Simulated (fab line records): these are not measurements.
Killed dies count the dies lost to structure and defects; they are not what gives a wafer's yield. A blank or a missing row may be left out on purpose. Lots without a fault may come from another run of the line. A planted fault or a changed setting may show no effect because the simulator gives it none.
Comparing a struck lot with a sound one || flow rit-cmos || 27 out of 202 route steps
Sound: the wafers L498.1, L498.2, L498.4. Wafers struck: L499.1, L499.3, L499.5. At the end, the cause is stated.
Order at every step that has rows: each side's tool, ch and its chambers, its first start. Under that, the readings that differ: sound wafers || struck wafers || difference of the means || sigmas: that difference in standard deviations of wafers without a fault.
alike: readings whose means differ by less than 2 such deviations, and words and numbers that are the same on both sides. not compared: withheld readings, readings that some wafer has no value for, bounds like >300 that may hide the same value, and numbers for which the record gives no deviation and whose values overlap.
The two part at a step that has a row with sigmas, a row that says differs or no value, or rows on one side only. Non-overlapping numbers with no deviation appear without sigmas and do not part them. Lack of a reading on every wafer of one side parts them only where that side has two or more wafers.

first, 4 steps without rows for these wafers: RIT_CONTACT_SOFTBAKE_04 (time 60 s); RIT_CONTACT_EXPOSE_05 (exposes mask M11, target cd 1000 nm); RIT_CONTACT_PEB_06; RIT_CONTACT_DEVELOP_07 (develop time 120 s).
RIT_CONTACT_CD_MEAS_08: target cd 1000 nm.
  sound on cd-sem-01 at day 4 11:47; struck on cd-sem-01 at day 4 17:51
{"reading": "cd-nm (nm)", "sound": "997.4 995.5 998.6", "struck": "1001.4 1002.0 999.3", "difference": "+3.7", "sigmas": "+2"}
RIT_CONTACT_OVL_MEAS_09:
  sound on overlay-02 at day 4 11:55; struck on overlay-02 at day 4 17:58
  alike: CONTACT_OVL
then, 1 step without rows for these wafers: RIT_CONTACT_HARDBAKE_10 (time 60 s).
RIT_CONTACT_ETCH_11: etches SiO2 in CHF3/CF4/Ar, stops on TiSi2, target depth 480 nm, time 320 s.
  sound on rie-diel-01 ch 1,2,3, day 4 12:06; struck on rie-diel-04 ch 0,1,3, day 4 18:10
  alike: CHF3_flow_sccm, drypump-motor-current-A, oes-product-au, throttle-valve-pct
  not compared: rf-hours-counter-h
RIT_CONTACT_STRIP_12: strips in O2, time 180 s.
  sound on plasma-asher-01 ch 0,1, day 4 12:17; struck on plasma-asher-02 ch 1, day 4 18:21
  alike: drypump-motor-current-A
  not compared: rf-hours-counter-h
RIT_CONTACT_CD_MEAS_90: target cd 1000 nm.
  sound on cd-sem-02 at day 4 12:28; struck on cd-sem-01 at day 4 18:32
{"reading": "cd-nm (nm)", "sound": "997.5 995.7 998.8", "struck": "1001.2 1002.7 998.9", "difference": "+3.6", "sigmas": "+2"}
then, 2 steps without rows for these wafers: RIT_CONTACT_CLEAN_13 (cleans in SC1, time 600 s); RIT_CONTACT_CLEAN_14 (cleans in SC2, time 600 s).
RIT_M1_SPUTTER_00: material Al, target thk 400 nm, time 500 s.
  sound on pvd-sputter-04 at day 4 12:58; struck on pvd-sputter-03 at day 4 19:01
{"reading": "model.Al_of_M1_SPUTTER_00.thk-nm (nm)", "sound": "399.8 399.6 401.3", "struck": "412.9 405.2 409.9", "difference": "+9.1", "sigmas": ""}
  alike: throttle-valve-pct
RIT_M1_RS_MEAS_01: measurement is done with a four-point probe.
  sound on film-metro-02 at day 4 13:16; struck on film-metro-02 at day 4 19:19
{"reading": "M1_AL_RS (ohm/sq)", "sound": "0.0733 0.0733 0.0730", "struck": "0.0710 0.0722 0.0715", "difference": -0.0016, "sigmas": -2}
RIT_M1_THK_MEAS_02: measures by xrf.
  sound on film-metro-02 at day 4 13:23; struck on film-metro-02 at day 4 19:26
{"reading": "M1_AL_THK (nm)", "sound": "406 406 407", "struck": "420 411 417", "difference": "+10", "sigmas": "+2"}
then, 6 steps without rows for these wafers: RIT_M1_HMDS_03 (prime time 60 s); RIT_M1_COAT_04 (resist thk 1300 nm); RIT_M1_SOFTBAKE_05 (time 60 s); RIT_M1_EXPOSE_06 (exposes mask M12, target cd 2600 nm); RIT_M1_PEB_07; RIT_M1_DEVELOP_08 (develop time 68 s).
RIT_M1_CD_MEAS_09: target cd 2600 nm.
  sound on cd-sem-01 at day 4 14:19; struck on cd-sem-01 at day 4 20:22
  alike: cd-nm
RIT_M1_OVL_MEAS_10:
  sound on overlay-02 at day 4 14:26; struck on overlay-01 at day 4 20:29
  alike: M1_OVL
then, 1 step without rows for these wafers: RIT_M1_HARDBAKE_11 (time 120 s).
RIT_M1_METAL_ETCH_12: etches Al in Cl2/BCl3, stops on SiO2, time 165 s, target depth 600 nm.
  sound on rie-metal-01 ch 0,1, day 4 14:47; struck on rie-metal-03 ch 0,1, day 4 20:47
{"reading": "oes-product-au (a.u.)", "sound": "0.754 0.759 0.760", "struck": "0.820 0.814 0.784", "difference": "+0.048", "sigmas": "+3"}
{"reading": "model.M1.feature-depth-nm (nm)", "sound": "432.6 432 433.7", "struck": "445 437.3 442.8", "difference": "+9", "sigmas": ""}
{"reading": "model.etch.depth-nm (nm)", "sound": "399.8 399.6 401.3", "struck": "412.9 405.2 409.9", "difference": "+9.1", "sigmas": ""}
  alike: drypump-motor-current-A, he-backside-leak-sccm, throttle-valve-pct
  not compared: rf-hours-counter-h
then, 1 step without rows for these wafers: RIT_M1_STRIP_13 (strips in nmp, time 600 s).
RIT_M1_PROBE_99:
  sound on prober-01 at day 4 17:03; struck on prober-02 at day 4 23:16
{"reading": "killed_at_M0_to_M3", "sound": "0 1 0", "struck": "0 0 0", "difference": "+0", "sigmas": -2}
  alike: killed-at-contacts, killed-at-front-end, killed-dies, killed-open, killed-short

== WHERE THEY PART ==
Last at RIT_M1_PROBE_99 as far as this record goes, first at RIT_CONTACT_CD_MEAS_08.

WHY: what had been put in by the simulator
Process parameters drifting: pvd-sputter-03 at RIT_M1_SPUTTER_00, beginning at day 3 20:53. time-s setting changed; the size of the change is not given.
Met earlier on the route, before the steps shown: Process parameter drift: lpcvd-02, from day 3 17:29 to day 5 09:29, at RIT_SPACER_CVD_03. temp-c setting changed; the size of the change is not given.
